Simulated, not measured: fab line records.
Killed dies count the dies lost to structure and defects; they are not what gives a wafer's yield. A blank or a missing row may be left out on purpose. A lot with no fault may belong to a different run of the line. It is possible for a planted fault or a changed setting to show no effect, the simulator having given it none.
Struck lot and sound lot, side by side + flow berkeley_cmos170 + 25 out of 331 route steps
Sound: wafers L557.2, L557.3, L557.6. Struck: wafer L561.3 (left out: L561.2, L561.4 of the same lot, which were not struck); the cause appears at the end.
For every step that has rows: the tool of each side, followed by ch and its chambers, followed by its first start. Under that, the readings that differ: sound wafers + struck wafers + difference of the means + sigmas: that difference in standard deviations of wafers without a fault.
alike: words and numbers the same on both sides, and readings whose means are apart by under 2 such deviations; not compared: readings that were withheld, readings missing a value for some wafer, numbers with overlapping values and no deviation given by the record, and bounds like >300 which may hide the same value.
The two part at a step that has a row with sigmas, a row that says differs or no value, or rows on one side only. Numbers that have no deviation but don't overlap get no sigmas and don't part them. A reading missing from all wafers of one side parts the sides only when that side holds two or more wafers.

first, 3 steps without rows for these wafers: UCB170_M1_EXPOSE_06 (exposes mask METAL1, target cd 700 nm); UCB170_M1_PEB_07; UCB170_M1_DEVELOP_08 (develop time 45 s).
UCB170_M1_CD_MEAS_09: target cd 700 nm.
  sound: cd_sem-01 at day 9 12:19; struck: cd_sem-01 at day 9 22:08
| reading    | sound             | struck | difference | sigmas |
|------------|-------------------|--------|------------|--------|
| cd_nm (nm) | 698.0 697.2 696.5 | 702.1  | +4.9       | +3     |
UCB170_M1_OVL_MEAS_10:
  sound: overlay-01 at day 9 12:25; struck: overlay-02 at day 9 22:14
  alike: M1_OVL
UCB170_M1_ETCH_11: etches BARC in N2/H2.
  sound on rie_diel-01 ch 0,1,2, day 9 12:27; struck on rie_diel-02 ch 2, day 9 22:16
  alike: drypump_motor_current_A, oes_product_au, throttle_valve_pct
UCB170_M1_METAL_ETCH_12: etches Al in Cl2/BCl3, stops on PSG, target depth 780 nm, time 130 s.
  sound on rie_metal-01 ch 0,1, day 9 12:29; struck on rie_metal-03 ch 1, day 9 22:19
  alike: drypump_motor_current_A, oes_product_au, throttle_valve_pct
  not compared: rf_hours_counter_h
UCB170_M1_STRIP_13: strips in O2.
  sound on plasma_asher-03 ch 0,1, day 9 12:38; struck on plasma_asher-03 ch 1, day 9 22:27
  alike: drypump_motor_current_A, oes_product_au
  not compared: rf_hours_counter_h
UCB170_M1_CD_MEAS_90: target cd 700 nm.
  sound: cd_sem-01 at day 9 12:55; struck: cd_sem-02 at day 9 22:34
| reading    | sound             | struck | difference | sigmas |
|------------|-------------------|--------|------------|--------|
| cd_nm (nm) | 696.0 695.2 693.2 | 701.6  | +6.8       | +3     |
then, 1 step without rows for these wafers: UCB170_M1_ANNEAL_14 (time 1200 s).
UCB170_V1_CVD_00: deposits SiO2 from TEOS/O2, target thk 2000 nm, time 250 s.
  sound on pecvd-04 ch 1,2, day 9 16:45; struck on pecvd-04 ch 0, day 10 02:51
  alike: heater_power_w, susceptor_temp_C
UCB170_V1_THK_MEAS_01:
  sound: film_metro-01 at day 9 16:55; struck: film_metro-04 at day 10 03:06
  alike: V1_TEOS_THK
UCB170_V1_CMP_02: polishes SiO2.
  sound on cmp-02 ch 1,2, day 9 16:58; struck on cmp-01 ch 0, day 10 03:09
| reading                             | sound             | struck | difference | sigmas |
|-------------------------------------|-------------------|--------|------------|--------|
| model.SiO2_of_V1_CVD_00.thk_nm (nm) | 998.4 997.9 999.9 | 1335   | +336       |        |
  alike: motor_current_A, slurry_filter_dp_kPa
UCB170_V1_BOW_MEAS_03:
  sound: film_metro-01 at day 9 17:17; struck: film_metro-02 at day 10 03:45
  not compared: hold, V1_BOW
UCB170_V1_THK_MEAS_04:
  sound: film_metro-01 at day 9 17:23; struck: film_metro-02 at day 10 06:06
| reading              | sound             | struck | difference | sigmas      |
|----------------------|-------------------|--------|------------|-------------|
| V1_POLISHED_THK (nm) | 998.5 998.4 998.9 | 1334.5 | +335.9     | +99 or more |
  not compared: hold
then, 6 steps without rows for these wafers: UCB170_V1_HMDS_06 (prime time 60 s); UCB170_V1_COAT_07 (resist thk 900 nm); UCB170_V1_SOFTBAKE_08 (time 60 s); UCB170_V1_EXPOSE_09 (exposes mask VIA1, target cd 700 nm); UCB170_V1_PEB_10; UCB170_V1_DEVELOP_11 (develop time 45 s).
UCB170_V1_CD_MEAS_12: target cd 700 nm.
  sound: cd_sem-02 at day 9 19:22; struck: cd_sem-01 at day 10 16:17
  alike: cd_nm
UCB170_V1_OVL_MEAS_13:
  sound: overlay-02 at day 9 19:28; struck: overlay-01 at day 10 16:24
  alike: V1_OVL
UCB170_V1_ETCH_14: etches SiO2 in CHF3/CF4/Ar, stops on Al, target depth 1250 nm, time 291 s.
  sound on rie_diel-02 ch 0,1, day 9 19:30; struck on rie_diel-04 ch 3, day 10 16:26
| reading                        | sound             | struck | difference | sigmas |
|--------------------------------|-------------------|--------|------------|--------|
| oes_product_au (a.u.)          | 0.900 0.898 0.900 | 1.005  | +0.106     | +8     |
| model.etch.depth_nm (nm)       | 998.4 997.9 999.9 | 1239   | +240       |        |
| model.V1.feature_depth_nm (nm) | 998.4 997.9 999.9 | 1239   | +240       |        |
  alike: CHF3_flow_sccm, drypump_motor_current_A, mfc_ar_sccm, throttle_valve_pct
  not compared: rf_hours_counter_h
UCB170_V1_STRIP_15: strips in O2.
  sound on plasma_asher-04 ch 0,1, day 9 19:41; struck on plasma_asher-03 ch 0, day 10 16:37
  alike: drypump_motor_current_A, oes_product_au, strip_time_to_endpoint_s
  not compared: rf_hours_counter_h

== WHERE THEY PART ==
At UCB170_M1_CD_MEAS_09 first; at UCB170_V1_ETCH_14 last (within this record only). Later steps at which nothing parts them and some readings are alike: UCB170_V1_STRIP_15.

WHY: the cause the simulator had injected
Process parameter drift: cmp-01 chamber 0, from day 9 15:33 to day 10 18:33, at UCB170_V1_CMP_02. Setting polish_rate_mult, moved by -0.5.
